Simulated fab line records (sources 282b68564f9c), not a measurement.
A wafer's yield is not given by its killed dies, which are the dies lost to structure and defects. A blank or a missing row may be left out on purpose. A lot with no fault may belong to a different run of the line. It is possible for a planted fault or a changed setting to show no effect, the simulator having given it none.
A lot that was struck, set against a sound lot :: flow ritCmos :: 20 steps out of a route of 202
Sound: these wafers, L253.4, L253.5, L253.6. Struck: wafers L256.1, L256.3, L256.6. The cause is named last.
Each step with rows lists, per side, the tool, then ch with its chambers, then its first start. Under that, the readings that differ: sound wafers :: struck wafers :: difference of the means :: sigmas: that difference in standard deviations of wafers without a fault.
alike: readings whose means differ by less than 2 such deviations, and words and numbers that are the same on both sides. not compared: withheld readings, readings that some wafer has no value for, bounds like >300 that may hide the same value, and numbers for which the record gives no deviation and whose values overlap.
A row with sigmas, a row that says differs or no value, or rows on one side alone: a step with any of these is where the two part. When numbers do not overlap yet have no deviation, they are printed without sigmas and do not part them. A reading missing from all wafers of one side parts the sides only when that side holds two or more wafers.

RIT_CONTACT_CD_MEAS_08: target cd 1000 nm.
  sound on cdSem-02, day 5 02:14; struck on cdSem-02, day 5 12:08
  alike: cdNm
RIT_CONTACT_OVL_MEAS_09:
  sound on overlay-02, day 5 02:19; struck on overlay-02, day 5 12:16
  alike: CONTACT_OVL
then, 1 step without rows for these wafers: RIT_CONTACT_HARDBAKE_10 (time 60 s).
RIT_CONTACT_ETCH_11: etches SiO2 in CHF3/CF4/Ar, stops on TiSi2, target depth 480 nm, time 320 s.
  sound on rieDiel-03 ch 0,1,3, day 5 02:29; struck on rieDiel-03 ch 0,2,3, day 5 12:32
  alike: cf4FlowSccm, drypumpMotorCurrentA, oesProductAu, throttleValvePct
  not compared: rfHoursCounterH
RIT_CONTACT_STRIP_12: strips in O2, time 180 s.
  sound on plasmaAsher-02 ch 0,1, day 5 02:44; struck on plasmaAsher-03 ch 0,1, day 5 12:44
  alike: drypumpMotorCurrentA
  not compared: rfHoursCounterH
RIT_CONTACT_CD_MEAS_90: target cd 1000 nm.
  sound on cdSem-02, day 5 02:55; struck on cdSem-02, day 5 12:54
  alike: cdNm
then, 2 steps without rows for these wafers: RIT_CONTACT_CLEAN_13 (cleans in SC1, time 600 s); RIT_CONTACT_CLEAN_14 (cleans in SC2, time 600 s).
RIT_M1_SPUTTER_00: material Al, target thk 400 nm, time 500 s.
  sound on pvdSputter-04, day 5 03:19; struck on pvdSputter-01, day 5 13:22
  alike: throttleValvePct
RIT_M1_RS_MEAS_01: a four-point-probe measurement.
  sound on filmMetro-02, day 5 03:40; struck on filmMetro-02, day 5 13:40
  alike: M1_AL_RS
RIT_M1_THK_MEAS_02: measures by xrf.
  sound on filmMetro-02, day 5 03:46; struck on filmMetro-02, day 5 13:47
  alike: M1_AL_THK
then, 1 step without rows for these wafers: RIT_M1_HMDS_03 (prime time 60 s).
RIT_M1_COAT_04: resist thk 1300 nm.
  sound on lithoTrack-04 ch 0, day 5 04:01; struck on lithoTrack-02, day 5 14:00
  no value came back on the struck wafers for chillPlateTempC (C), dispensePressureKPa (kPa); on the sound wafers chillPlateTempC (C) reads 22.90 22.89 23.16
then, 4 steps without rows for these wafers: RIT_M1_SOFTBAKE_05 (time 60 s); RIT_M1_EXPOSE_06 (exposes mask M12, target cd 2600 nm); RIT_M1_PEB_07; RIT_M1_DEVELOP_08 (develop time 68 s).
RIT_M1_CD_MEAS_09: target cd 2600 nm.
  sound on cdSem-02, day 5 04:53; struck on cdSem-02, day 5 14:44
reading: cdNm (nm)
sound: 2600.5 2598.6 2599.9
struck: - - -
difference: no value on the struck wafers
sigmas: 
RIT_M1_OVL_MEAS_10:
  sound on overlay-01, day 5 04:58; struck on overlay-01, day 5 14:51
reading: M1_OVL (nm)
sound: -0.5 -1.2 -1.7
struck: - - -
difference: no value on the struck wafers
sigmas: 
RIT_M1_PROBE_99:
  sound on prober-01, day 6 07:27; struck on prober-01, day 6 08:30
reading: defectLimitedYield (%)
sound: 97.3 98.1 97.7
struck: 0 0 0
difference: -98
sigmas: -98

reading: killed_at_M0_to_M3
sound: 0 0 0
struck: 258 257 255
difference: +257
sigmas: +99 or more

reading: killedDies
sound: 7 5 6
struck: 264 264 264
difference: +258
sigmas: +96

reading: killedOnRim
sound: 1 1 3
struck: 70 70 70
difference: +68
sigmas: +57

reading: sort_bin_5_function (%)
sound: 0.8 1.9 1.5
struck: 99.6 98.5 99.6
difference: +97.8
sigmas: +99 or more

reading: sortNPass
sound: 257.0 259.0 258.0
struck: 0 0 0
difference: -258
sigmas: -96

reading: sortYieldPct (%)
sound: 97.3 98.1 97.7
struck: 0 0 0
difference: -98
sigmas: -98
  alike: killedAtContacts, killedAtFrontEnd, killedOpen, killedShort, sort_bin_3_pad_short, sort_bin_6_memory

WHERE THEY PART
Earliest at RIT_M1_COAT_04; latest, in this record, at RIT_M1_PROBE_99.

WHY: whatever the simulator had introduced
At RIT_M1_COAT_04, the step was skipped entirely on lithoTrack-02 from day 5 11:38 on. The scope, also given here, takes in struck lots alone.
